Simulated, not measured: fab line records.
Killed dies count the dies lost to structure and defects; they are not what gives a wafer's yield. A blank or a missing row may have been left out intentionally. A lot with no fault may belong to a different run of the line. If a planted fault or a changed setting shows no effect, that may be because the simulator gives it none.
fab line records	flow berkeley-cmos170
record lots=6	wafers=18	last-day=10
route steps=331 shown PWELL@53 WELLDRIVE@55 ACTIVE@60
lots that met no fault: taken from a fault-free run of the same line
start-h: start of the lot's first displayed wafer, in hours after the record's first day	wait-h: hours elapsed since this lot's preceding step	" the same as in the row above	L1.1+2: a single row standing in for several wafers	- no value, or no start given	* or withheld: withheld	< > ~ a bound
route shown NAME@n: NAME is a module with steps in the file, n the number in the route of the first one	usual: mean/standard deviation taken from wafers without a fault	same: alike in all rows	chamber/n: place in a boat	sites: each site's reading	_std_site: their standard deviation	_edge_site: inner sites' mean taken away from outer sites' mean	radius-mm: how far each site lies from the wafer's centre	mask NAME#n: copy n	behind: the last tool/chamber to shape the wafer	hold: reason for holding the lot/hours on hold/outcome of the hold	device: whichever transistor did not switch (one of n, p or np)	end of line: the tests these same wafers got at the end of their route	where a step has no rows: the recipe by itself	killed: the dies lost at the first sort to structure and to defects; this is not the yield of the wafer	map: a wafer's dies, marking killed ones x, the rest . and places with no die _
set.NAME: the setting the step ran with; set.NAME@STEP: the setting that earlier step ran with	model.NAME: the simulator's own value behind a step, which no gauge read
lots at selected steps of the route; one table per step, one row per wafer
services: from which hour (start-h, from the record's first day; less than 0 if before it) a tool's chamber was out of use, for how many hours, and why
## steps
# step UCB170_PWELL_WET_ETCH_19
# recipe chemistry=H3PO4	target=Si3N4	temp-c=160	time-s=14400
# step UCB170_PWELL_WET_ETCH_20
# recipe chemistry=BOE	dilution=5:1	target=SiO2	temp-c=25	time-s=22
# step UCB170_WELLDRIVE_CLEAN_00
# recipe chemistry=SPM	temp-c=120	time-s=600
# step UCB170_WELLDRIVE_OXIDATION_01
# recipe temp-c=1100	ambient=O2	target-thk-a=1990	ox-time-s=9000
# step UCB170_WELLDRIVE_THK_MEAS_02
# recipe reads=SiO2_of_WELLDRIVE_OXIDATION_01
# usual WELLDRIVE_OXIDE_THK=198/4
lot.wafer	tool	chamber	start-h	wait-h	WELLDRIVE_OXIDE_THK[nm]
L415.3	film-metro-03	-	60.36	0.0	199
L415.4	"	-	"	"	198
L415.6	"	-	"	"	201
L416.1	film-metro-02	-	69.44	0.0	196
L416.2	"	-	"	"	203
L416.3	"	-	"	"	197
L417.1	film-metro-03	-	69.44	0.0	199
L417.4	"	-	"	"	197
L417.6	"	-	"	"	196
L425.2	film-metro-03	-	114.69	0.0	207
L425.5	"	-	"	"	204
L425.6	"	-	"	"	205
L426.1	film-metro-03	-	120.49	0.0	191
L426.4	"	-	"	"	190
L426.5	"	-	"	"	190
L430.3	film-metro-02	-	142.91	0.0	194
L430.4	"	-	"	"	196
L430.6	"	-	"	"	196
# step UCB170_WELLDRIVE_ANNEAL_03
# recipe temp-c=1100	time-s=900	ambient=N2
# step UCB170_WELLDRIVE_WET_ETCH_04
# recipe chemistry=BOE	dilution=5:1	target=SiO2	temp-c=25	time-s=120
# step UCB170_ACTIVE_CLEAN_00
# recipe chemistry=SPM	temp-c=120	time-s=600
# step UCB170_ACTIVE_CLEAN_01
# recipe chemistry=dHF	dilution=25:1	time-s=60
# step UCB170_ACTIVE_OXIDATION_02
# recipe temp-c=1000	ambient=O2	target-thk-a=264	ox-time-s=1260
# step UCB170_ACTIVE_THK_MEAS_03
# recipe reads=SiO2_of_ACTIVE_OXIDATION_02
# usual ACTIVE_OXIDE_THK=26.5/0.49
lot.wafer	tool	chamber	start-h	wait-h	ACTIVE_OXIDE_THK[nm]
L415.3	film-metro-01	-	65.96	0.0	26.1
L415.4	"	-	"	"	25.9
L415.6	"	-	"	"	26.1
L416.1	film-metro-02	-	78.41	0.0	25.6
L416.2	"	-	"	"	25.3
L416.3	"	-	"	"	25.6
L417.1	film-metro-04	-	78.41	0.0	26.1
L417.4	"	-	"	"	26.4
L417.6	"	-	"	"	26.3
L425.2	film-metro-04	-	124.28	0.0	26.7
L425.5	"	-	"	"	26.6
L425.6	"	-	"	"	26.8
L426.1	film-metro-02	-	131.04	0.0	26.6
L426.4	"	-	"	"	26.6
L426.5	"	-	"	"	26.1
L430.3	film-metro-02	-	156.30	0.0	26.8
L430.4	"	-	"	"	26.8
L430.6	"	-	"	"	26.9
# step UCB170_ACTIVE_ANNEAL_04
# recipe temp-c=1000	time-s=900	ambient=N2
# step UCB170_ACTIVE_CVD_05
# recipe material=Si3N4	target-thk-nm=220	temp-c=800	precursor=SiH2Cl2/NH3	time-s=3300	pressure-mtorr=200	sih2cl2-flow-sccm=25	nh3-flow-sccm=75
# usual pressure-mtorr=200.0/0.42	sih2cl2-flow-sccm=25.00/0.081
lot.wafer	tool	chamber	start-h	wait-h	pressure-mtorr	sih2cl2-flow-sccm
L415.3	lpcvd-01	0	71.14	1.4	199.5	24.95
L415.4	"	0	"	"	199.4	25.04
L415.6	"	0	"	"	199.4	24.97
L415.3	lpcvd-01	0	73.22	0.2	199.0	24.91
L415.4	"	0	"	"	200.3	24.82
L415.6	"	0	"	"	200.0	24.80
L416.1	lpcvd-01	0	82.28	0.0	200.3	25.04
L416.2	"	0	"	"	200.8	24.90
L416.3	"	0	"	"	200.7	25.01
L416.1	lpcvd-02	0	84.56	0.4	199.9	24.92
L416.2	"	0	"	"	200.0	25.05
L416.3	"	0	"	"	200.5	24.96
L417.1	lpcvd-01	1	82.28	0.0	200.6	25.01
L417.4	"	1	"	"	200.1	25.05
L417.6	"	1	"	"	200.0	25.06
L425.2	lpcvd-02	1	129.79	0.7	199.8	24.94
L425.5	"	1	"	"	200.0	24.79
L425.6	"	1	"	"	199.5	24.95
L426.1	lpcvd-01	0	137.46	1.2	199.6	25.06
L426.4	"	0	"	"	199.6	25.03
L426.5	"	0	"	"	199.6	25.09
L430.3	lpcvd-02	0	161.82	0.0	200.6	25.07
L430.4	"	0	"	"	200.4	25.06
L430.6	"	0	"	"	200.2	25.08
# step UCB170_ACTIVE_THK_MEAS_06
# recipe reads=Si3N4_of_ACTIVE_CVD_05
# usual ACTIVE_NITRIDE_THK=221.0/2.4
lot.wafer	tool	chamber	start-h	wait-h	ACTIVE_NITRIDE_THK[nm]
L415.3	film-metro-01	-	75.16	0.0	435.2
L415.4	"	-	"	"	434.8
L415.6	"	-	"	"	438.3
L417.1	film-metro-04	-	84.19	0.0	219.7
L417.4	"	-	"	"	221.4
L417.6	"	-	"	"	220.1
L416.1	film-metro-01	-	86.48	0.0	438.4
L416.2	"	-	"	"	439.5
L416.3	"	-	"	"	439.2
L425.2	film-metro-01	-	131.72	0.0	222.2
L425.5	"	-	"	"	221.1
L425.6	"	-	"	"	221.0
L426.1	film-metro-04	-	139.38	0.0	216.6
L426.4	"	-	"	"	216.1
L426.5	"	-	"	"	217.2
L430.3	film-metro-02	-	163.76	0.0	225.5
L430.4	"	-	"	"	222.2
L430.6	"	-	"	"	225.0
# step UCB170_ACTIVE_HMDS_07
# recipe prime-time-s=60	prime-temp-c=100
# step UCB170_ACTIVE_COAT_08
# recipe resist=KrF	spin-rpm=1500	resist-thk-nm=900
# step UCB170_ACTIVE_SOFTBAKE_09
# recipe resist=KrF	temp-c=130	time-s=60
# step UCB170_ACTIVE_EXPOSE_10
# recipe mask-id=ACTIVE	target-cd-nm=1200	na=0.5	sigma-outer=0.6	source-shape=conventional	dose-mj=20
# step UCB170_ACTIVE_PEB_11
# recipe peb-temp-c=130	peb-time-s=withheld	resist=KrF
# step UCB170_ACTIVE_DEVELOP_12
# recipe developer=TMAH	develop-time-s=45	resist=KrF	dev-temp-c=21
# step UCB170_ACTIVE_CD_MEAS_13
# recipe target-cd-nm=1200
# usual cd-nm=1200.1/1.4
lot.wafer	tool	chamber	start-h	wait-h	cd-nm
L415.3	cd-sem-01	-	76.45	-	1200.9
L415.4	"	-	"	"	1201.6
L415.6	"	-	"	"	1200.0
L417.1	cd-sem-01	-	85.25	-	1199.7
L417.4	"	-	"	"	1200.1
L417.6	"	-	"	"	1200.5
L416.1	cd-sem-02	-	87.52	-	1199.1
L416.2	"	-	"	"	1198.6
L416.3	"	-	"	"	1199.1
L425.2	cd-sem-02	-	133.11	-	1198.8
L425.5	"	-	"	"	1199.8
L425.6	"	-	"	"	1199.5
L426.1	cd-sem-01	-	140.47	-	1199.1
L426.4	"	-	"	"	1199.6
L426.5	"	-	"	"	1201.1
L430.3	cd-sem-01	-	164.81	-	1198.7
L430.4	"	-	"	"	1197.7
L430.6	"	-	"	"	1198.2
# step UCB170_ACTIVE_OVL_MEAS_14
# usual ACTIVE_OVL=3/4.7
lot.wafer	tool	chamber	start-h	wait-h	ACTIVE_OVL[nm]
L415.3	overlay-02	-	76.54	0.1	-3
L415.4	"	-	"	"	1
L415.6	"	-	"	"	-4
L417.1	overlay-01	-	85.37	0.1	7
L417.4	"	-	"	"	12
L417.6	"	-	"	"	8
L416.1	overlay-02	-	87.64	0.1	0
L416.2	"	-	"	"	2
L416.3	"	-	"	"	0
L425.2	overlay-01	-	133.22	0.1	7
L425.5	"	-	"	"	-2
L425.6	"	-	"	"	1
L426.1	overlay-01	-	140.59	0.1	8
L426.4	"	-	"	"	6
L426.5	"	-	"	"	7
L430.3	overlay-02	-	164.90	0.1	7
L430.4	"	-	"	"	5
L430.6	"	-	"	"	7
# step UCB170_ACTIVE_ETCH_15
# recipe chemistry=CH3F/Ar/O2	target=Si3N4	stop-on=SiO2	CH3F_flow_sccm=20	Ar_flow_sccm=50	O2_flow_sccm=7	pressure-mtorr=50	rf-w=450	target-depth-a=2420	over-etch-frac=0.1	time-s=151
# usual drypump-motor-current-A=5.7/0.54	mfc-ar-sccm=50.00/0.16	oes-product-au=0.948/0.019	throttle-valve-pct=8.11/0.13
lot.wafer	tool	chamber	start-h	wait-h	drypump-motor-current-A	mfc-ar-sccm	oes-product-au	rf-hours-counter-h	throttle-valve-pct	model.etch.depth-nm
L415.3	rie-diel-03	0	76.56	0.0	6.6	50.04	0.996	142	7.89	240.3
L415.4	"	2	"	"	6.3	49.72	1.000	130	8.25	238.2
L415.6	"	0	"	"	6.5	50.04	0.999	-	7.88	241.6
L417.1	rie-diel-03	2	85.41	0.0	6.2	50.10	0.951	130	8.26	219.6
L417.4	"	1	"	"	5.5	49.89	0.941	42	8.21	221.2
L417.6	"	1	"	"	5.5	50.03	0.940	-	8.20	220
L416.1	rie-diel-04	2	87.67	0.0	5.7	50.02	1.030	69	8.23	244.5
L416.2	"	3	"	"	6.4	49.89	1.008	102	8.06	243.4
L416.3	"	0	"	"	4.9	49.67	1.014	116	8.00	244.8
L425.2	rie-diel-03	1	133.25	0.0	5.5	49.91	0.950	44	8.18	222.3
L425.5	"	2	"	"	6.2	49.98	0.957	-	8.25	221.1
L425.6	"	3	"	"	6.0	49.70	0.929	-	8.27	221.1
L426.1	rie-diel-01	2	140.63	0.0	5.9	50.07	0.957	109	8.10	216.9
L426.4	"	0	"	"	5.2	50.10	0.945	154	7.82	216.2
L426.5	"	2	"	"	5.9	50.07	0.965	-	8.08	217.2
L430.3	rie-diel-04	1	164.92	0.0	4.8	49.95	0.919	14	8.16	225.5
L430.4	"	2	"	"	5.7	50.30	0.978	72	8.20	222.1
L430.6	"	1	"	"	4.8	49.78	0.917	-	8.17	225
# step UCB170_ACTIVE_STRIP_16
# recipe chemistry=O2	power-w=400	pressure-mtorr=3500	platen-temp-c=withheld	o2-flow-sccm=400	overash-fraction=0.5
# usual drypump-motor-current-A=5.7/0.49	oes-product-au=0.721/0.0044	strip-time-to-endpoint-s=18.05/0.098
lot.wafer	tool	chamber	start-h	wait-h	drypump-motor-current-A	oes-product-au	rf-hours-counter-h	strip-time-to-endpoint-s
L415.3	plasma-asher-04	1	76.70	0.1	5.0	0.721	-	18.11
L415.4	"	0	"	"	5.4	0.722	-	18.08
L415.6	"	1	"	"	5.0	0.720	-	18.02
L417.1	plasma-asher-03	1	85.51	0.1	6.3	0.722	37	18.20
L417.4	"	0	"	"	5.6	0.718	-	17.96
L417.6	"	0	"	"	5.6	0.724	-	18.03
L416.1	plasma-asher-04	1	87.77	0.1	5.0	0.720	29	18.09
L416.2	"	0	"	"	5.4	0.723	29	18.06
L416.3	"	0	"	"	5.4	0.726	-	18.05
L425.2	plasma-asher-04	0	133.35	0.1	5.4	0.720	36	18.03
L425.5	"	0	"	"	5.4	0.724	-	18.13
L425.6	"	1	"	"	5.0	0.725	-	18.12
L426.1	plasma-asher-03	0	140.73	0.1	5.6	0.724	44	18.03
L426.4	"	1	"	"	6.3	0.725	-	18.05
L426.5	"	1	"	"	6.3	0.718	-	17.92
L430.3	plasma-asher-03	0	165.06	0.1	5.6	0.720	-	18.13
L430.4	"	1	"	"	6.3	0.721	-	18.00
L430.6	"	0	"	"	5.6	0.720	-	18.08
## services
tool	chamber	start-h	hours	kind
rie-diel-03	2	61.17	1.2	repair
rie-diel-01	-	69.00	2.8	pm
plasma-asher-03	-	79.73	2.9	repair
rie-diel-01	1	108.88	2.1	repair
rie-diel-01	1	110.93	-	clean
rie-diel-01	1	110.93	22.6	scheduled-down
rie-diel-01	1	110.93	22.6	vent-cycle
rie-diel-03	0	117.39	2.0	repair
rie-diel-04	2	117.68	4.1	repair
rie-diel-03	1	118.55	6.8	repair
rie-diel-01	0	142.40	44.4	repair
plasma-asher-04	-	150.25	2.8	pm
rie-diel-01	-	152.03	4.4	repair
rie-diel-01	-	156.83	0.5	repair
plasma-asher-04	-	164.85	29.1	pm
## key
first-sign step=UCB170_ACTIVE_CVD_05	reading=visit	direction=added
effect step=UCB170_ACTIVE_THK_MEAS_06	reading=ACTIVE_NITRIDE_THK	direction=up	sigmas=91	usual=221.0	struck=437.6
effect step=UCB170_ACTIVE_ETCH_15	reading=oes-product-au	direction=up	sigmas=3.3	usual=0.948	struck=1.008
model-effect step=UCB170_ACTIVE_ETCH_15	value=etch.depth-nm	without=217.6	struck=242.1
met-at UCB170_ACTIVE_CVD_05
struck-wafers L415.3,L415.4,L415.6,L416.1,L416.2,L416.3
later-rows-left-out L415.3,L415.4,L415.6,L416.1,L416.2,L416.3
sort-left-out L415.3,L415.4,L415.6,L416.1,L416.2,L416.3
tester-left-out L415,L416
fault kind=repeated-step-whole	tool=lpcvd-01,lpcvd-02	chamber=-	onset-h=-	steps=UCB170_ACTIVE_CVD_05	times=1	scope=struck-lots-only
# tester-left-out: of these lots the tester's yield and bins aren't shown, on N5 and GAA mostly nor the transistor test; their killed dies are dies lost to structure and defects alone, not to doping, threshold or leakage, so they don't give the yield
# sort-left-out: the simulated sort isn't trusted on such a fault, so these wafers' sort isn't shown, and their yield isn't known
# later-rows-left-out: the simulator's readings of these wafers behind a module that went badly wrong aren't trusted and aren't shown, but for the sort
